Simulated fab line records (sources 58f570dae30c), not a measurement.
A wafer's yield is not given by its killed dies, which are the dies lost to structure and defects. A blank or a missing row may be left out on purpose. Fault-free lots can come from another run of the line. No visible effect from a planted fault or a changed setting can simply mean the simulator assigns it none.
Problem report in the 8D (eight disciplines) form, filled by code || flow berkeley cmos170 || the parts of the form that need people (team, actions taken, sign-off) are left out

1. PROBLEM STATEMENT
cd nm at UCB170_V1_CD_MEAS_90 reads a mean of 713.7 nm on 9 wafers of 3 lots; wafers without a fault read 699.9 nm with a standard deviation of 1.7. That is +8.1 standard deviations from the usual mean.
The step: target cd 700 nm.
Earliest sighting: wafer L440.2 on cd sem-01 at day 11 03:20. Wafers with a number at this step in the record: 45, from 15 lots. Rule for "out" (also "out of limits"): further than 4 standard deviations from the usual mean. The rest of the wafers with a number are treated as sound.

2. WHAT IT IS AND WHAT IT IS NOT
{"question": "which readings at this step", "is": "cd nm", "is not": "-"}
{"question": "which lots", "is": "L440, L444, L445", "is not": "L424, L425, L428, L429, L430, L432, L433, L434, L435, L436, L443, L446"}
{"question": "which wafers of those lots", "is": "all that have a number", "is not": "-"}
{"question": "read on which gauges", "is": "cd sem-01, cd sem-02", "is not": "-"}
{"question": "when", "is": "from day 11 03:20", "is not": "up to then (30 sound wafers); but 6 sound wafers of L443, L446 came after"}

3. WHAT RULES OUT EACH SUSPECT
Counting: any tool at a process step up to the reading is kept as a suspect provided that every lot that is out went through it and no sound lot did after the first of them.
- the gauge at UCB170_V1_CD_MEAS_90 has been ruled out. The wafers that are out were read on 2 gauges (cd sem-01, cd sem-02).
- rie diel-01 at UCB170_V1_ETCH_14 (etches SiO2 in CHF3/CF4/Ar, stops on Al, target depth 1250 nm, time 291 s): kept. It ran every lot that is out, first L440 (day 11 03:02), and no sound lot after that; its last sound lot up to then is L434 (day 9 09:16). Out on those wafers are its own readings of rf fwd power W.
After counting, what remains is rie diel-01 at UCB170_V1_ETCH_14.

4. THE CAUSE (what the simulator had put in)
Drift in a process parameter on rie diel-01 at UCB170_V1_ETCH_14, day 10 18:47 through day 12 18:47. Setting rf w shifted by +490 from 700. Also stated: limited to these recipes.
Counting left only this tool.

5. THE CHAIN OF EFFECTS, in route order
Each row: a reading where the mean over the struck wafers with a number is more than 3 standard deviations away from the usual. Readings are gone through only where the record gives a usual standard deviation; hours: the median, over the lots, of the time from a lot's start at the first step in this table giving one to that lot's start at this step; sigmas: the change measured in usual standard deviations.
{"hours": 0, "step": "UCB170_V1_ETCH_14", "reading": "rf fwd power W", "usual": "697.7 W", "on struck wafers": 1186.7, "change": "+489.0", "sigmas": "+99 or more"}
{"hours": 0, "step": "UCB170_V1_STRIP_15", "reading": "strip time to endpoint s", "usual": "15.39 s", "on struck wafers": 13.32, "change": -2.07, "sigmas": -21}
{"hours": 0, "step": "UCB170_V1_CD_MEAS_90", "reading": "cd nm", "usual": "699.9 nm", "on struck wafers": 713.7, "change": "+13.8", "sigmas": "+8.1"}
Its process steps:
- UCB170_V1_ETCH_14: etches SiO2 in CHF3/CF4/Ar, stops on Al, target depth 1250 nm, time 291 s.
- UCB170_V1_STRIP_15: strips in O2.

6. HOW IT WOULD HAVE BEEN CAUGHT EARLIER
In this record the first reading out of limits at a measuring or inspecting step was taken at day 11 03:20, 9 hours after the fault began at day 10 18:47.
At UCB170_V1_ETCH_14, the tool's own readings (rf fwd power W) were out on each struck wafer the step has a row for, so an alarm limit on them would have fired on the first such wafer.
L444, L445, from the lots that are out (3), started UCB170_V1_ETCH_14 on rie diel-01 later than day 11 03:20. A hold on the tool at that time would have spared those 2.
